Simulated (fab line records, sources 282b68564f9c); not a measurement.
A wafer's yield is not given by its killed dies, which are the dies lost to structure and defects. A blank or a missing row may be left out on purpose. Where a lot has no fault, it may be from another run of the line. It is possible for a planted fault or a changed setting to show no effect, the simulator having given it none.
One fault seen from 2 desks :: flow rit-cmos :: each desk holds nothing but its own numbers, with what lay behind them at the end

METROLOGY DESK
Means of the sampled wafers that have a number, per lot and without regard to the tool the lot ran on: this is what the gauges read. Marked OUT: a lot whose mean sits more than 4 standard deviations from the usual mean, which makes it out of limits; the brackets give that distance.
Columns: A = PRETRO_OVL at RIT_PRETRO_OVL_MEAS_06, usual 0.2 nm; B = SPACER_NITRIDE_THK at RIT_SPACER_THK_MEAS_04, usual 249.3 nm; C = PLDD_RS at RIT_SDANNEAL_RS_MEAS_06, usual 178.8 ohm/sq
lot: L457
first seen here: day 2 12:04
A: 2.5
B: 248.9
C: 178.2

lot: L458
first seen here: day 2 17:12
A: -0.0
B: 253.0
C: 179.4

lot: L459
first seen here: day 2 22:33
A: -1.3
B: 251.3
C: 178.3

lot: L461
first seen here: day 3 06:00
A: -0.5
B: 252.0
C: 178.7

lot: L462
first seen here: day 3 13:41
A: 1.4
B: 247.6
C: 178.7

lot: L465
first seen here: day 4 01:31
A: -0.0
B: 357.6 (+52) OUT
C: -

lot: L466
first seen here: day 4 08:52
A: 1.3
B: 246.4
C: 178.0

lot: L470
first seen here: day 5 06:29
A: -0.7
B: 246.7
C: 179.3

lot: L471
first seen here: day 5 10:25
A: 1.0
B: 249.1
C: 179.4

lot: L472
first seen here: day 5 13:04
A: 1.4
B: 251.0
C: 178.9

lot: L476
first seen here: day 6 10:05
A: -0.0
B: 251.0
C: 179.1

lot: L478
first seen here: day 6 18:24
A: 0.7
B: 247.1
C: 178.6

lot: L479
first seen here: day 7 00:12
A: -1.3
B: 249.2
C: 179.6
This desk finds L465 out of limits, with the earliest case on L465 at day 4 21:55 (SPACER_NITRIDE_THK at RIT_SPACER_THK_MEAS_04). L457, L458, L459, L461, L462, L466, L470, L471, L472, L476, L478, L479 stayed within limits.

FOR THE TOOL OWNER'S DESK: lpcvd-01
The tool's own readings at RIT_SPACER_CVD_03 (deposits Si3N4 from SiH2Cl2/NH3, target thk 250 nm, time 3300 s): means of the sampled wafers that have a number, for each lot that ran on this tool. Marked OUT: a lot whose mean sits more than 4 standard deviations from the usual mean, which makes it out of limits; the brackets give that distance.
Columns: A = spike-tc-centre-C at RIT_SPACER_CVD_03, usual 812.1 C; B = spike-tc-load-C at RIT_SPACER_CVD_03, usual 832.1 C; C = spike-tc-source-C at RIT_SPACER_CVD_03, usual 831.3 C; D = zone-power-centre-pct at RIT_SPACER_CVD_03, usual 38.8 %; E = zone-power-load-pct at RIT_SPACER_CVD_03, usual 22.1 %; F = zone-power-source-pct at RIT_SPACER_CVD_03, usual 19.1 %
lot: L457
first seen here: day 3 07:24
A: 813.2
B: 833.3
C: 828.6
D: 40.4
E: 20.8
F: 20.9

lot: L459
first seen here: day 3 17:02
A: 814.4
B: 832.8
C: 827.8
D: 40.9
E: 20.9
F: 20.8

lot: L462
first seen here: day 4 05:37
A: 814.2
B: 832.4
C: 827.9
D: 41.0
E: 20.8
F: 21.2

lot: L465
first seen here: day 4 19:59
A: 833.9 (+12) OUT
B: 853.8 (+11) OUT
C: 848.7 (+6.7) OUT
D: 41.5
E: 22.3
F: 22.4

lot: L470
first seen here: day 5 21:56
A: 812.7
B: 828.8
C: 831.6
D: 41.5
E: 22.9
F: 15.9

lot: L472
first seen here: day 6 05:14
A: 812.6
B: 829.1
C: 829.7
D: 41.7
E: 23.0
F: 15.8
This desk's verdict: out of limits on L465, starting with L465 at day 4 19:59 (spike-tc-centre-C at RIT_SPACER_CVD_03). L457, L459, L462, L470, L472 stayed within limits.

PUT TOGETHER
The tool owner's desk had the chance to raise an alarm at day 4 19:59 on L465.
An alarm was possible from the metrology desk at day 4 21:55, on L465.
RIT_SPACER_CVD_03 was run on lpcvd-01 by each of the lots named.

WHAT THE SIMULATOR PUT IN
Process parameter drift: lpcvd-01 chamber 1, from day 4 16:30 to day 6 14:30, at RIT_SPACER_CVD_03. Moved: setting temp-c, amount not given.
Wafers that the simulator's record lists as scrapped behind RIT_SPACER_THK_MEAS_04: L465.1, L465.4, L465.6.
Shown lots that were struck: L465.
Time in hours from fault onset to the first out-of-limits reading at each desk: tool owner's desk 3, metrology desk 5.
